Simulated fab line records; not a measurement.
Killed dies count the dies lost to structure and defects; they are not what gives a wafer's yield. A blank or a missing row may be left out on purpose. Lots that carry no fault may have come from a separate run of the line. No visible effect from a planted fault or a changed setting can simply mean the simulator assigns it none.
Struck lot and sound lot, side by side	flow berkeley-cmos170	43 steps out of a route of 331
Sound: the wafers L641.4, L641.5, L641.6. The struck wafers were L646.3, L646.4, L646.5. Last of all comes the cause.
Per side, at each step with rows, come the tool, then ch with its chambers, and then its first start. Under that, the readings that differ: sound wafers	struck wafers	difference of the means	sigmas: that difference in standard deviations of wafers without a fault.
alike: words and numbers the same on both sides, and readings whose means are apart by under 2 such deviations; not compared: readings that were withheld, readings missing a value for some wafer, numbers with overlapping values and no deviation given by the record, and bounds like >300 which may hide the same value.
A row with sigmas, a row that says differs or no value, or rows on one side alone: a step with any of these is where the two part. Non-overlapping numbers with no deviation appear without sigmas and do not part them. Lack of a reading on every wafer of one side parts them only where that side has two or more wafers.

UCB170_GATE_STRIP_16: strips in O2.
  sound on plasma-asher-01 ch 0,1, day 9 07:15; struck on plasma-asher-04 ch 0,1, day 10 18:46
  alike: drypump-motor-current-A, oes-product-au
  not compared: rf-hours-counter-h
UCB170_GATE_CD_MEAS_90 targets a cd of 350 nm.
  struck on cd-sem-01, day 10 18:59; sound on cd-sem-01, day 9 07:22
  alike: cd-nm
then, 7 steps without rows for these wafers: UCB170_GATE_CLEAN_17 (cleans in SPM, time 600 s); UCB170_PLDD_HMDS_00 (prime time 60 s); UCB170_PLDD_COAT_01 (resist thk 900 nm); UCB170_PLDD_SOFTBAKE_02 (time 60 s); UCB170_PLDD_EXPOSE_03 (exposes mask PSELECT, target cd 1200 nm); UCB170_PLDD_PEB_04; UCB170_PLDD_DEVELOP_05 (develop time 45 s).
UCB170_PLDD_CD_MEAS_06 targets a cd of 1200 nm.
  struck on cd-sem-02, day 10 20:37; sound on cd-sem-01, day 9 08:47
  alike: cd-nm
UCB170_PLDD_OVL_MEAS_07:
  struck on overlay-02, day 10 20:42; sound on overlay-01, day 9 08:52
  alike: PLDD_OVL
following that, these wafers have no rows for 1 step: UCB170_PLDD_IMPLANT_08.
UCB170_PLDD_IMPLANT_09:
  sound on implanter-01 ch 0, day 9 09:07; struck on implanter-03 ch 0, day 10 20:56
reading	sound	struck	difference	sigmas
dose-ions-cm2	5.004e+13 5.009e+13 5.009e+13	3.273e+13 3.28e+13 3.277e+13	-1.731e+13	-99 or more
faraday-current-uA	161 158 160	105 102 106	-55	-7
UCB170_PLDD_STRIP_10: strips in O2.
  sound on plasma-asher-01 ch 0,1, day 9 09:13; struck on plasma-asher-02 ch 0,1, day 10 21:04
  alike: drypump-motor-current-A, oes-product-au, strip-time-to-endpoint-s
  not compared: rf-hours-counter-h
UCB170_PLDD_TW_MEAS_11:
  struck on film-metro-01, day 10 21:22; sound on film-metro-04, day 9 09:19
reading	sound	struck	difference	sigmas
PLDD_TW	1020 1011 1011	950 953 950	-63	-12
  not compared: hold
then, 6 steps without rows for these wafers: UCB170_NLDD_HMDS_00 (prime time 60 s); UCB170_NLDD_COAT_01 (resist thk 900 nm); UCB170_NLDD_SOFTBAKE_02 (time 60 s); UCB170_NLDD_EXPOSE_03 (exposes mask NSELECT, target cd 1200 nm); UCB170_NLDD_PEB_04; UCB170_NLDD_DEVELOP_05 (develop time 45 s).
UCB170_NLDD_CD_MEAS_06 targets a cd of 1200 nm.
  struck on cd-sem-02, day 11 00:41; sound on cd-sem-02, day 9 10:47
reading	sound	struck	difference	sigmas
cd-nm (nm)	1199.5 1198.5 1199.2	1200.8 1201.5 1201.9	+2.3	+2
UCB170_NLDD_OVL_MEAS_07:
  struck on overlay-01, day 11 00:46; sound on overlay-01, day 9 10:52
  alike: NLDD_OVL
then, 2 steps without rows for these wafers: UCB170_NLDD_IMPLANT_08; UCB170_NLDD_IMPLANT_09.
UCB170_NLDD_STRIP_10: strips in O2.
  sound on plasma-asher-03 ch 0,1, day 9 11:13; struck on plasma-asher-04 ch 0,1, day 11 01:20
  alike: drypump-motor-current-A, oes-product-au, strip-time-to-endpoint-s
  not compared: rf-hours-counter-h
UCB170_NLDD_TW_MEAS_11:
  struck on film-metro-02, day 11 01:29; sound on film-metro-01, day 9 11:18
  alike: NLDD_TW
then, 1 step without rows for these wafers: UCB170_NLDD_CLEAN_12 (cleans in SPM, time 600 s).
UCB170_SPACER_CVD_00: deposits SiO2 from TEOS/O2, target thk 376 nm, time 47 s.
  sound on pecvd-02 ch 0,1,2, day 9 11:33; struck on pecvd-02 ch 0,1, day 11 02:32
  alike: heater-power-w
UCB170_SPACER_THK_MEAS_01:
  struck on film-metro-01, day 11 02:36; sound on film-metro-04, day 9 11:36
  alike: SPACER_TEOS_THK
then, 1 step without rows for these wafers: UCB170_SPACER_ANNEAL_02 (time 1800 s).
UCB170_SPACER_ETCHBACK_03: etches SiO2 in CHF3/CF4/Ar, stops on Si, target depth 376 nm, time 100 s.
  sound on rie-diel-03 ch 1,2,3, day 9 17:22; struck on rie-diel-03 ch 0,1, day 11 06:49
  alike: CHF3_flow_sccm, drypump-motor-current-A, oes-product-au, throttle-valve-pct
  not compared: rf-hours-counter-h
then, 6 steps without rows for these wafers: UCB170_PSD_HMDS_00 (prime time 60 s); UCB170_PSD_COAT_01 (resist thk 900 nm); UCB170_PSD_SOFTBAKE_02 (time 60 s); UCB170_PSD_EXPOSE_03 (exposes mask PSELECT MOD, target cd 1200 nm); UCB170_PSD_PEB_04; UCB170_PSD_DEVELOP_05 (develop time 45 s).
UCB170_PSD_CD_MEAS_06 targets a cd of 1200 nm.
  struck on cd-sem-02, day 11 07:46; sound on cd-sem-02, day 9 18:57
  alike: cd-nm
UCB170_PSD_OVL_MEAS_07:
  struck on overlay-01, day 11 07:52; sound on overlay-02, day 9 19:01
  alike: PSD_OVL
following that, these wafers have no rows for 1 step: UCB170_PSD_IMPLANT_08.
UCB170_SDANNEAL_RS_MEAS_04: a four-point-probe measurement.
  struck on film-metro-01, day 11 12:08; sound on film-metro-04, day 10 00:02
reading	sound	struck	difference	sigmas
PLDD_RS (ohm/sq)	1029.5 1032.3 1030.8	1201.0 1199.7 1199.8	+169.3	+58
  not compared: hold
UCB170_M3_PROBE_99:
  rows exist in the record for the sound wafers here (prober-01, day 10 23:39), none for the struck ones

WHERE THEY PART
Earliest at UCB170_PLDD_IMPLANT_09; latest, in this record, at UCB170_M3_PROBE_99.

WHY: the cause the simulator had injected
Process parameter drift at UCB170_PLDD_IMPLANT_09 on implanter-03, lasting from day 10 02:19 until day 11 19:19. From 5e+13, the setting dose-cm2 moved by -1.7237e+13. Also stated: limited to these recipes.
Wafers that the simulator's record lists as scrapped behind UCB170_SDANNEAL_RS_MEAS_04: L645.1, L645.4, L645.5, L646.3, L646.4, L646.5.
